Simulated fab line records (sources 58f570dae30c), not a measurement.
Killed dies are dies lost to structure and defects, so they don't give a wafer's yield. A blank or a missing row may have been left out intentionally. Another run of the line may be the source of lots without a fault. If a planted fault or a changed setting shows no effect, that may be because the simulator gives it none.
The tool behind it: which one? :: flow berkeleyCmos170 :: 7 lots with 21 wafers sampled at 2 steps, on a route of 331 steps

== WHAT THE GAUGES SHOWED, per wafer ==
UCB170_SPACER_THK_MEAS_01.
lot: L131
measured: day 8 03:29
on: filmMetro-03
SPACER_TEOS_THK (nm): 375 384 379

lot: L135
measured: day 8 09:29
on: filmMetro-02
SPACER_TEOS_THK (nm): 380 379 383

lot: L137
measured: day 8 20:52
on: filmMetro-03
SPACER_TEOS_THK (nm): 373 371 379

lot: L134
measured: day 8 21:13
on: filmMetro-03
SPACER_TEOS_THK (nm): 370 380 381

lot: L141
measured: day 10 10:28
on: filmMetro-02
SPACER_TEOS_THK (nm): 379 379 380

lot: L151
measured: day 12 13:47
on: filmMetro-03
SPACER_TEOS_THK (nm): 371 375 377

lot: L149
measured: day 12 14:29
on: filmMetro-03
SPACER_TEOS_THK (nm): 370 369 373

== WHAT TOOL EACH LOT RAN ON (gives the tool, then ch and the chambers of the sampled wafers, and finally the start) ==
lot: L131
UCB170_SPACER_CVD_00: pecvd-04 ch 0,1,2, day 8 03:25

lot: L135
UCB170_SPACER_CVD_00: pecvd-04 ch 0,1,2, day 8 09:26

lot: L137
UCB170_SPACER_CVD_00: pecvd-04 ch 1,2, day 8 20:49

lot: L134
UCB170_SPACER_CVD_00: pecvd-01 ch 0,1,2, day 8 21:10

lot: L141
UCB170_SPACER_CVD_00: pecvd-01 ch 0,1,2, day 10 10:25

lot: L151
UCB170_SPACER_CVD_00: pecvd-03 ch 0,2, day 12 13:44

lot: L149
UCB170_SPACER_CVD_00: pecvd-03 ch 0,1,2, day 12 14:26
- UCB170_SPACER_CVD_00: deposits SiO2 from TEOS/O2, target thk 376 nm, time 47 s.

== THE ANSWER, worked out from the rows above alone ==
Rule: what is usual is taken from the lots themselves. The widest of any qualifying gaps counts: lots, ordered by their means at a reading, are off when they make up no more than a third of the lots, leave a main group of 4 or more, and stand apart from it by 3 or more times the standard deviation of that group's means. The tables above print the reading to a certain number of digits; a main group whose means all agree to those digits is not used. Also off: a lot with no number at a reading for which 4 or more lots have one. Where the step has rows for the other lots, those lots are counted as sound.
Nothing can be told from this: no lot is off at any reading shown.

== WHAT WAS PUT IN BY THE SIMULATOR ==
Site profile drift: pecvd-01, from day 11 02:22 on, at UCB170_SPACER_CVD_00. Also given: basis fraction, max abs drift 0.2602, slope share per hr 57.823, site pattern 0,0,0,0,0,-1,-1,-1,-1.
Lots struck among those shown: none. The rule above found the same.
